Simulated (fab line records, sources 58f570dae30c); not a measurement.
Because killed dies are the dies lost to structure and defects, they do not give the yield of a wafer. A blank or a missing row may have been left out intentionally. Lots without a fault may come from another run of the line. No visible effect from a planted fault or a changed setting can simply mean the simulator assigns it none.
Chamber matching | flow berkeley_cmos170 | rie_si-02 running UCB170_GATE_ETCH_15: 4 sister chambers
The step etches poly-Si in HBr/Cl2, stops on SiO2, time 56.3 s, target depth 278.2 nm. 39 wafers are shown with their chamber, then 12 later ones without.

== WAFERS WITH THEIR CHAMBER ==
wafer  | chamber | throttle_valve_pct (%) | oes_product_au (a.u.)
L075.3 | 2       | 26.32                  | 0.843
L075.5 | 0       | 26.09                  | 0.855
L075.6 | 1       | 26.40                  | 0.848
L074.1 | 0       | 26.11                  | 0.849
L074.2 | 1       | 26.38                  | 0.856
L074.4 | 2       | 26.33                  | 0.848
L078.1 | 3       | 26.39                  | 0.815
L078.2 | 0       | 26.10                  | 0.866
L078.3 | 1       | 26.38                  | 0.848
L078.4 | 2       | 26.34                  | 0.842
L078.5 | 3       | 26.41                  | 0.819
L078.6 | 2       | 26.32                  | 0.844
L081.1 | 3       | 26.40                  | 0.831
L081.2 | 2       | 26.34                  | 0.847
L081.3 | 1       | 26.39                  | 0.863
L081.4 | 0       | 26.09                  | 0.859
L081.5 | 3       | 26.42                  | 0.830
L081.6 | 0       | 26.10                  | 0.860
L083.1 | 1       | 26.36                  | 0.860
L083.2 | 0       | 26.09                  | 0.859
L083.3 | 3       | 26.41                  | 0.827
L083.4 | 2       | 26.33                  | 0.857
L083.5 | 2       | 26.32                  | 0.855
L083.6 | 1       | 26.39                  | 0.864
L085.1 | 0       | 26.11                  | 0.851
L085.2 | 3       | 26.39                  | 0.829
L085.3 | 2       | 26.32                  | 0.859
L085.4 | 1       | 26.38                  | 0.855
L085.5 | 3       | 26.43                  | 0.832
L085.6 | 0       | 26.10                  | 0.864
L084.2 | 2       | 26.34                  | 0.852
L084.4 | 1       | 26.39                  | 0.861
L084.6 | 1       | 26.38                  | 0.851
L088.1 | 2       | 26.33                  | 0.848
L088.3 | 3       | 26.39                  | 0.832
L088.5 | 1       | 26.36                  | 0.854
L090.3 | 0       | 26.10                  | 0.850
L090.5 | 1       | 26.40                  | 0.848
L090.6 | 0       | 26.10                  | 0.853

SIGNATURES, as means of the wafers listed above
reading            | chamber 0 | chamber 1 | chamber 2 | chamber 3 | scatter within a chamber
throttle_valve_pct | 26.0990   | 26.3827   | 26.3290   | 26.4050   | 0.0115
oes_product_au     | 0.85660   | 0.85527   | 0.84950   | 0.82687   | 0.00608
Rule: for each reading, subtract the chamber's mean from the wafer's reading, divide by that reading's scatter and square the result; add these up over the readings and take the root, which gives the wafer's distance from the chamber. If the next closest chamber is less than 2 further off than the closest, the wafer can't be placed; otherwise it belongs to the closest. How the scatter is found: for the shown wafers, subtract from each reading the mean of its chamber, square and add these, divide the total by (wafers less chambers), then take the root.

== WAFERS MISSING THEIR CHAMBER ==
wafer  | throttle_valve_pct (%) | oes_product_au (a.u.)
L093.1 | 26.40                  | 0.834
L093.3 | 26.09                  | 0.864
L093.5 | 26.40                  | 0.838
L094.1 | 26.09                  | 0.856
L094.2 | 26.31                  | 0.855
L094.3 | 26.41                  | 0.826
L094.4 | 26.38                  | 0.853
L094.5 | 26.10                  | 0.871
L094.6 | 26.36                  | 0.850
L096.2 | 26.09                  | 0.862
L096.3 | 26.32                  | 0.853
L096.4 | 26.41                  | 0.825

== CHAMBER TAKEN BY EACH ==
wafer  | from the rows above     | in truth
L093.1 | 3                       | 3
L093.3 | 0                       | 0
L093.5 | can't be placed: 3 or 1 | 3
L094.1 | 0                       | 0
L094.2 | 2                       | 2
L094.3 | 3                       | 3
L094.4 | 1                       | 1
L094.5 | 0                       | 0
L094.6 | can't be placed: 1 or 2 | 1
L096.2 | 0                       | 0
L096.3 | 2                       | 2
L096.4 | 3                       | 3
10 of 12 placed correctly. These rows do not allow placing 2 (true chamber among the candidates in 2). 0 placed wrongly.
